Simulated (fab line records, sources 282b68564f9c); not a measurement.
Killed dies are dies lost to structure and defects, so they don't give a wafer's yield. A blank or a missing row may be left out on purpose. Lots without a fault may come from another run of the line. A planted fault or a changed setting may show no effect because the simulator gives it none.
A struck lot beside a sound one | flow rit_cmos | 14 steps out of a route of 202
Sound: wafers L936.4, L936.5, L936.6. Struck: wafers L942.2, L942.3, L942.5. The cause comes at the end.
At each step with rows: each side's tool, then ch and its chambers, then its first start. Under that, the readings that differ: sound wafers | struck wafers | difference of the means | sigmas: that difference in standard deviations of wafers without a fault.
alike: readings whose means differ by less than 2 such deviations, and words and numbers that are the same on both sides. not compared: withheld readings, readings that some wafer has no value for, bounds like >300 that may hide the same value, and numbers for which the record gives no deviation and whose values overlap.
The two part at a step that has a row with sigmas, a row that says differs or no value, or rows on one side only. Numbers that don't overlap but have no deviation are shown without sigmas and don't part them. A reading that every wafer of one side lacks parts them only if that side has two wafers or more.

first, 4 steps without rows for these wafers: RIT_PLDD_SOFTBAKE_02 (time 60 s); RIT_PLDD_EXPOSE_03 (exposes mask M8, target cd 40900 nm); RIT_PLDD_PEB_04; RIT_PLDD_DEVELOP_05 (develop time 50 s).
RIT_PLDD_OVL_MEAS_06:
  sound on overlay-01, day 4 07:13; struck on overlay-02, day 5 12:57
  alike: PLDD_OVL
then, 2 steps without rows for these wafers: RIT_PLDD_HARDBAKE_07 (time 60 s); RIT_PLDD_IMPLANT_08.
RIT_PLDD_STRIP_09: strips in O2, time 180 s.
  sound on plasma_asher-03 ch 0,1, day 4 07:35; struck on plasma_asher-03 ch 1, day 5 13:17
  alike: drypump_motor_current_A
  not compared: rf_hours_counter_h
RIT_PLDD_TW_MEAS_10:
  sound on film_metro-04, day 4 07:44; struck on film_metro-01, day 5 13:28
  reading | sound          | struck         | difference | sigmas
  PLDD_TW | 2360 2361 2367 | 2313 2294 2312 | -56        | -2
then, 3 steps without rows for these wafers: RIT_SPACER_CLEAN_00 (cleans in SC1, time 600 s); RIT_SPACER_CLEAN_01 (cleans in dHF, time 30 s); RIT_SPACER_CLEAN_02 (cleans in SC2, time 600 s).
RIT_SPACER_CVD_03: deposits Si3N4 from SiH2Cl2/NH3, target thk 250 nm, time 3300 s.
  sound on lpcvd-02 ch 1, day 4 08:08; struck on lpcvd-02 ch 1, day 5 13:53
  no value came back on the struck wafers for nh3_flow_sccm (sccm), pressure_mtorr (mTorr), spike_tc_centre_C (C); on the sound wafers nh3_flow_sccm (sccm) reads 149.7 150.1 149.6
RIT_M1_PROBE_99:
  the record has rows for the sound wafers here (prober-01, day 4 21:23) and none for the struck ones

WHERE THEY PART
First at RIT_PLDD_TW_MEAS_10; last, within this record, at RIT_M1_PROBE_99.

WHY: what the simulator had put in
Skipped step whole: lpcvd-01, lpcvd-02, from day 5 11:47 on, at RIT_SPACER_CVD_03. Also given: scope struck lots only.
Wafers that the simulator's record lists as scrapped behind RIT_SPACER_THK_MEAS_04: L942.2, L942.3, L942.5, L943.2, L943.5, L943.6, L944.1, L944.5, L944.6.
